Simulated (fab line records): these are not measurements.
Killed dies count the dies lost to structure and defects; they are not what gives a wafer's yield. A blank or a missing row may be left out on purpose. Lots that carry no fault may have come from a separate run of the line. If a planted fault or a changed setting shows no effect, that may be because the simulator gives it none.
What tool caused it?	flow berkeley cmos170	Sampling: 14 lots, 42 wafers, 7 of 331 route steps

WHAT EACH GAUGE READ, for each wafer
UCB170_FIELD_THK_MEAS_02.
lot	measured	on	FIELD_OXIDE_THK (nm)
L422	day 5 15:42	film metro-03	561 564 563
L424	day 5 15:40	film metro-01	557 572 567
L425	day 6 04:23	film metro-01	561 561 568
L427	day 6 04:23	film metro-03	548 550 552
L429	day 6 14:26	film metro-01	556 548 541
L431	day 7 06:17	film metro-03	559 556 557
L430	day 7 06:17	film metro-02	573 566 558
L432	day 7 13:49	film metro-02	555 556 552
L433	day 7 13:50	film metro-01	561 566 568
L434	day 7 13:50	film metro-03	540 539 534
L435	day 8 01:07	film metro-02	466 470 472
L436	day 8 01:08	film metro-01	456 460 464
L437	day 8 12:08	film metro-03	448 438 454
L445	day 10 01:37	film metro-03	545 557 550

UCB170_FIELD_THK_MEAS_90.
lot	measured	on	FIELD_OXIDE_LEFT_1_THK (nm)
L422	day 6 00:34	film metro-03	444 448 446
L424	day 6 00:35	film metro-02	441 454 450
L425	day 6 13:28	film metro-02	446 446 453
L427	day 6 13:28	film metro-03	431 433 435
L429	day 7 00:19	film metro-03	440 432 424
L431	day 7 15:43	film metro-03	442 440 442
L430	day 7 15:43	film metro-02	456 449 441
L432	day 7 21:18	film metro-03	438 439 434
L433	day 7 21:19	film metro-02	444 449 451
L434	day 7 21:18	film metro-01	423 422 418
L435	day 8 08:35	film metro-01	348 351 354
L436	day 8 08:34	film metro-02	341 345 349
L437	day 8 21:10	film metro-02	333 322 339
L445	day 10 11:15	film metro-02	428 439 433

UCB170_FIELD_THK_MEAS_91.
lot	measured	on	FIELD_OXIDE_LEFT_2_THK (nm)
L422	day 6 23:11	film metro-02	355 359 357
L424	day 6 23:27	film metro-01	351 365 361
L425	day 7 08:11	film metro-02	358 358 365
L427	day 7 08:38	film metro-01	343 346 346
L429	day 7 22:57	film metro-02	352 344 336
L431	day 8 08:56	film metro-02	354 351 353
L430	day 8 08:16	film metro-02	368 362 354
L432	day 8 17:55	film metro-01	350 351 347
L433	day 8 17:28	film metro-03	354 359 361
L434	day 8 17:38	film metro-02	335 334 331
L435	day 9 06:04	film metro-02	260 263 266
L436	day 9 05:46	film metro-02	252 256 260
L437	day 9 17:09	film metro-01	244 234 250
L445	day 11 10:50	film metro-02	339 351 345

TOOL THAT RAN EACH LOT (tool first, then ch and the chambers of the sampled wafers, then the start)
lot	UCB170_ZERO_STRIP_07	UCB170_NWELL_ETCH_13	UCB170_FIELD_OXIDATION_01	UCB170_NVT_STRIP_08
L422	plasma asher-04 ch 0,1, day 2 00:43	rie diel-04 ch 1,2,3, day 2 14:50	furnace-01 ch 0, day 5 12:39	plasma asher-02 ch 0,1, day 6 18:35
L424	plasma asher-04 ch 0,1, day 2 08:59	rie diel-03 ch 0,1,3, day 3 01:47	furnace-01 ch 0, day 5 12:39	plasma asher-04 ch 0,1, day 6 18:44
L425	plasma asher-01 ch 0,1, day 2 13:28	rie diel-03 ch 1,2,3, day 3 09:27	furnace-02 ch 0, day 6 01:23	plasma asher-01 ch 0,1, day 7 06:17
L427	plasma asher-04 ch 0,1, day 3 00:20	rie diel-02 ch 0,1,3, day 3 14:15	furnace-02 ch 0, day 6 01:23	plasma asher-01 ch 0,1, day 7 06:38
L429	plasma asher-03 ch 0,1, day 3 09:52	rie diel-04 ch 0,1,3, day 4 02:05	furnace-04 ch 0, day 6 11:26	plasma asher-02 ch 0,1, day 7 19:49
L431	plasma asher-01 ch 0,1, day 3 18:56	rie diel-02 ch 0,1, day 4 10:08	furnace-04 ch 0, day 7 03:17	plasma asher-04 ch 0,1, day 8 05:08
L430	plasma asher-03 ch 0,1, day 3 19:06	rie diel-04 ch 0,2, day 4 10:01	furnace-04 ch 0, day 7 03:17	plasma asher-02 ch 0,1, day 8 05:01
L432	plasma asher-03 ch 0,1, day 4 02:38	rie diel-03 ch 1,2,3, day 4 18:51	furnace-02 ch 0, day 7 10:48	plasma asher-02 ch 1, day 8 14:13
L433	plasma asher-01 ch 0,1, day 4 02:55	rie diel-04 ch 0,2,3, day 4 18:37	furnace-02 ch 0, day 7 10:48	plasma asher-02 ch 0,1, day 8 13:52
L434	plasma asher-01 ch 0,1, day 4 11:17	rie diel-02 ch 2,3, day 5 04:29	furnace-02 ch 0, day 7 10:48	plasma asher-01 ch 1, day 8 14:29
L435	plasma asher-03 ch 0,1, day 4 15:59	rie diel-02 ch 0,2, day 5 12:10	furnace-02 ch 0, day 7 22:05	plasma asher-01 ch 0,1, day 9 03:08
L436	plasma asher-04 ch 0,1, day 4 21:31	rie diel-03 ch 0,2,3, day 5 12:14	furnace-02 ch 0, day 7 22:05	plasma asher-04 ch 0,1, day 9 03:04
L437	plasma asher-01 ch 0,1, day 5 05:37	rie diel-03 ch 1,2,3, day 5 20:20	furnace-02 ch 0, day 8 09:07	plasma asher-04 ch 0,1, day 9 15:02
L445	plasma asher-04 ch 0,1, day 6 18:13	rie diel-04 ch 0,1,3, day 7 11:44	furnace-04 ch 0, day 9 22:35	plasma asher-02 ch 0,1, day 11 08:36
- UCB170_ZERO_STRIP_07: strips in O2.
- UCB170_NWELL_ETCH_13: etches Si3N4 in CH3F/Ar/O2, stops on SiO2, target depth 246.4 nm, time 154 s.
- UCB170_FIELD_OXIDATION_01: target thk 558.3 nm, ox time 7200 s.
- UCB170_NVT_STRIP_08: strips in O2.

AS READ BY THE TOOLS THEMSELVES (means over the sampled wafers that have a number; for cases with no such wafer, the mark the record gives instead)
UCB170_ZERO_STRIP_07.
lot	tool	drypump motor current A (A)	oes product au (a.u.)	strip time to endpoint s (s)
L422	plasma asher-04	6.0	0.724	21.52
L424	plasma asher-04	6.1	0.728	21.28
L425	plasma asher-01	5.2	0.730	21.48
L427	plasma asher-04	5.9	0.727	21.48
L429	plasma asher-03	5.7	0.728	21.53
L431	plasma asher-01	5.1	0.727	21.41
L430	plasma asher-03	5.7	0.729	21.38
L432	plasma asher-03	5.7	0.728	21.57
L433	plasma asher-01	5.2	0.729	21.47
L434	plasma asher-01	5.2	0.727	21.45
L435	plasma asher-03	5.7	0.726	21.57
L436	plasma asher-04	6.0	0.724	21.54
L437	plasma asher-01	5.1	0.730	21.57
L445	plasma asher-04	6.0	0.727	21.54

UCB170_NWELL_ETCH_13.
lot	tool	drypump motor current A (A)	oes product au (a.u.)	throttle valve pct (%)
L422	rie diel-04	6.2	0.931	7.97
L424	rie diel-03	5.4	0.946	8.00
L425	rie diel-03	5.4	0.952	7.98
L427	rie diel-02	5.4	0.932	8.01
L429	rie diel-04	6.0	0.936	8.00
L431	rie diel-02	5.6	0.935	7.93
L430	rie diel-04	6.1	0.942	7.91
L432	rie diel-03	5.5	0.948	7.97
L433	rie diel-04	6.0	0.946	7.95
L434	rie diel-02	5.2	0.936	8.08
L435	rie diel-02	5.7	0.951	7.97
L436	rie diel-03	6.0	0.952	8.07
L437	rie diel-03	5.5	0.948	7.98
L445	rie diel-04	6.0	0.937	7.99

UCB170_FIELD_OXIDATION_01.
lot	tool	spike tc centre C (C)	spike tc load C (C)	spike tc source C (C)	tube center temp C (C)	tube_center_temp_C_max	zone power centre pct (%)	zone power source pct (%)
L422	furnace-01	1001.8	1023.0	1028.1	1000	1002.8	42.6	29.5
L424	furnace-01	1002.0	1022.3	1027.2	1000	1002.4	42.3	29.3
L425	furnace-02	1004.7	1021.4	1021.0	1000	1002.4	42.6	30.1
L427	furnace-02	1004.4	1022.8	1021.3	1000	1002.3	43.1	30.0
L429	furnace-04	1002.5	1025.9	1027.2	1000	1002.4	47.2	31.0
L431	furnace-04	1002.3	1026.0	1026.3	1000	1002.5	47.3	31.3
L430	furnace-04	1001.5	1025.4	1026.2	1000	1002.6	47.2	31.3
L432	furnace-02	1004.5	1021.1	1020.7	1000	1002.5	42.8	30.1
L433	furnace-02	1003.3	1020.8	1021.2	1000	1002.5	42.7	30.0
L434	furnace-02	1003.6	1022.1	1021.9	1000	1002.4	42.3	29.9
L435	furnace-02	979.2	996.5	995.9	975	977.7	41.5	28.4
L436	furnace-02	978.6	996.2	996.0	975	977.7	41.2	28.4
L437	furnace-02	979.3	997.3	996.1	975	977.3	41.6	28.5
L445	furnace-04	1001.9	1025.8	1025.6	1000	1002.7	47.7	31.3

UCB170_NVT_STRIP_08.
lot	tool	drypump motor current A (A)	oes product au (a.u.)	strip time to endpoint s (s)
L422	plasma asher-02	6.4	0.737	21.68
L424	plasma asher-04	6.1	0.741	21.66
L425	plasma asher-01	5.2	0.730	21.64
L427	plasma asher-01	5.1	0.738	21.61
L429	plasma asher-02	6.4	0.732	21.64
L431	plasma asher-04	6.0	0.738	21.62
L430	plasma asher-02	6.4	0.736	21.65
L432	plasma asher-02	6.1	0.732	21.63
L433	plasma asher-02	6.3	0.735	21.61
L434	plasma asher-01	5.1	0.736	21.59
L435	plasma asher-01	5.2	0.735	21.58
L436	plasma asher-04	6.1	0.737	21.53
L437	plasma asher-04	6.0	0.733	21.70
L445	plasma asher-02	6.4	0.734	21.63

THE ANSWER, worked out from the rows above alone
Rule: the usual values come from the lots themselves. Put in order of their means at a reading, lots are off if they are a third of the lots or fewer, leave a main group of 4 or more, and stand apart from it by a gap of 3 or more times the standard deviation of the main group's means; of several such gaps the widest counts. Not used: any main group whose means are identical at the precision the tables above print for the reading. A lot without any number at a reading at which 4 lots or more have one is off too. Where the step has rows for the other lots, those lots are counted as sound. Order of review: gauges by route order, followed by the tools' own readings, for which a lot's mean as printed above is used. The first step at which some lot is off is used, and at that step the reading that is off furthest; a lot without a number counts as furthest.
Off: L435, L436, L437, at UCB170_FIELD_THK_MEAS_02 (FIELD_OXIDE_THK). Main group: mean 556 nm, sd 8.6.
A tool fits if, at a process step before that reading, it ran every lot that is off, and no sound lot after the first of them. Not tried: the gauges at UCB170_FIELD_THK_MEAS_02; whatever is off there is also off at UCB170_FIELD_OXIDATION_01, on other tools, and gauge error can't account for it. One candidate fits, namely furnace-02 at UCB170_FIELD_OXIDATION_01. A fault onset in the window from L432 (day 7 10:48, its last sound lot) to L435 (day 7 22:05, its first lot off) fits.
The tool's own readings at UCB170_FIELD_OXIDATION_01 bear it out: on the lots that are off they differ by more than 5 times the standard deviation of the sound lots' means. spike tc centre C reads 979.0 C there against 1003.0 C on the sound lots; spike tc load C reads 996.7 C there against 1023.3 C on the sound lots; spike tc source C reads 996.0 C there against 1024.2 C on the sound lots; tube center temp C reads 975 C there against 1000 C on the sound lots; tube_center_temp_C_max reads 977.6 there against 1002.5 on the sound lots.

WHAT THE SIMULATOR HAD PUT IN
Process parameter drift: furnace-02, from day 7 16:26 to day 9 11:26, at UCB170_FIELD_OXIDATION_01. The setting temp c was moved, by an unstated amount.
Shown lots that were struck: L435, L436, L437. The same result came from the rule above.
